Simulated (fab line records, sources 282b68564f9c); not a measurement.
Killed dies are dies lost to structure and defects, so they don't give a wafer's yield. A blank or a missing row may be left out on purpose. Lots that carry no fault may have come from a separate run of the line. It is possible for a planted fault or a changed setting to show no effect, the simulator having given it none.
Which tool did it? + flow rit cmos + 15 lots, 45 wafers sampled, at 2 steps of a route of 202

## WHAT EACH GAUGE READ, for each wafer
RIT_NRETRO_TW_MEAS_10. Usual: NRETRO_TW gives 1049 (standard deviation 9.8).
| lot  | measured    | on            | NRETRO_TW               | flag |
|------|-------------|---------------|-------------------------|------|
| L632 | day 2 18:32 | film metro-04 | 1037 1038 1038          |      |
| L633 | day 2 23:50 | film metro-04 | 1042 1034 1038          |      |
| L634 | day 3 02:58 | film metro-01 | 1052 1055 1059          |      |
| L635 | day 3 07:05 | film metro-04 | 1037 1034 1034          |      |
| L636 | day 3 12:14 | film metro-01 | 1062 1055 1057          |      |
| L637 | day 3 17:47 | film metro-04 | 1035 1035 1035          |      |
| L638 | day 4 00:04 | film metro-01 | 1059 1060 1065          |      |
| L639 | day 4 03:57 | film metro-01 | 1062 1062 1064          |      |
| L642 | day 4 17:48 | film metro-04 | 1042 1037 1035          |      |
| L644 | day 5 02:26 | film metro-01 | 1053 1061 1060          |      |
| L645 | day 5 07:00 | film metro-02 | 1058 1061 1059          |      |
| L646 | day 5 10:46 | film metro-04 | 221 222 218 222 222 219 | OFF  |
| L647 | day 5 18:53 | film metro-02 | 225 223 227 225 222 228 | OFF  |
| L649 | day 6 07:23 | film metro-04 | 232 226 226 232 227 228 | OFF  |
| L654 | day 7 07:41 | film metro-01 | 1056 1055 1057          |      |

## TOOL THAT RAN EACH LOT (tool first, then ch and the chambers of the sampled wafers, then the start)
| lot  | RIT_NRETRO_DEVELOP_05            |
|------|----------------------------------|
| L632 | litho track-03 ch 0, day 2 17:00 |
| L633 | litho track-04 ch 0, day 2 22:00 |
| L634 | litho track-01 ch 0, day 3 02:00 |
| L635 | litho track-01 ch 0, day 3 06:00 |
| L636 | litho track-01 ch 0, day 3 11:00 |
| L637 | litho track-01 ch 0, day 3 17:00 |
| L638 | litho track-04 ch 0, day 3 23:00 |
| L639 | litho track-03 ch 0, day 4 02:00 |
| L642 | litho track-03 ch 0, day 4 17:00 |
| L644 | litho track-03 ch 0, day 5 01:00 |
| L645 | litho track-03 ch 0, day 5 06:00 |
| L646 | litho track-03 ch 0, day 5 09:00 |
| L647 | litho track-03 ch 0, day 5 18:00 |
| L649 | litho track-03 ch 0, day 6 06:00 |
| L654 | litho track-01 ch 0, day 7 06:00 |
- RIT_NRETRO_DEVELOP_05: develop time 68 s.

## AS READ BY THE TOOLS THEMSELVES (means over the sampled wafers that have a number; for cases with no such wafer, the mark the record gives instead)
The record holds no such reading with a usual standard deviation.

## THE ANSWER, worked out from the rows above alone
Rule: take the mean of a lot's wafers that have a number; if it is more than 3 standard deviations from the usual mean, the lot is off. Also off: a lot with no number at a reading for which 4 or more lots have one. Where the step has rows for the other lots, those lots are counted as sound. First the gauges in route order, then the tools' own readings, where a lot's mean is used as printed above. The first step at which some lot is off is used, and at that step the reading that is off furthest; a lot without a number counts as furthest.
Off: at RIT_NRETRO_TW_MEAS_10 (NRETRO_TW), L646, L647, L649.
If a tool, at a process step before that reading, ran all the lots that are off and no sound lot after the first of them, it fits. Gauges at RIT_NRETRO_TW_MEAS_10: tried the same way as those tools. One fits: litho track-03 at RIT_NRETRO_DEVELOP_05. Its last sound lot is L645 (day 5 06:00), its first lot that is off L646 (day 5 09:00): a fault that began between those two fits.

## WHAT THE SIMULATOR HAD INSERTED
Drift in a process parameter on litho track-03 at RIT_NRETRO_DEVELOP_05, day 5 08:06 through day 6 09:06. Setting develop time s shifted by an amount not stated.
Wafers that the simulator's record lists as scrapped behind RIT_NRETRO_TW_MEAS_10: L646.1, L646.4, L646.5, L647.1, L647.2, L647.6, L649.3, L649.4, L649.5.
Lots struck among those shown: L646, L647, L649. The rule above found the same.
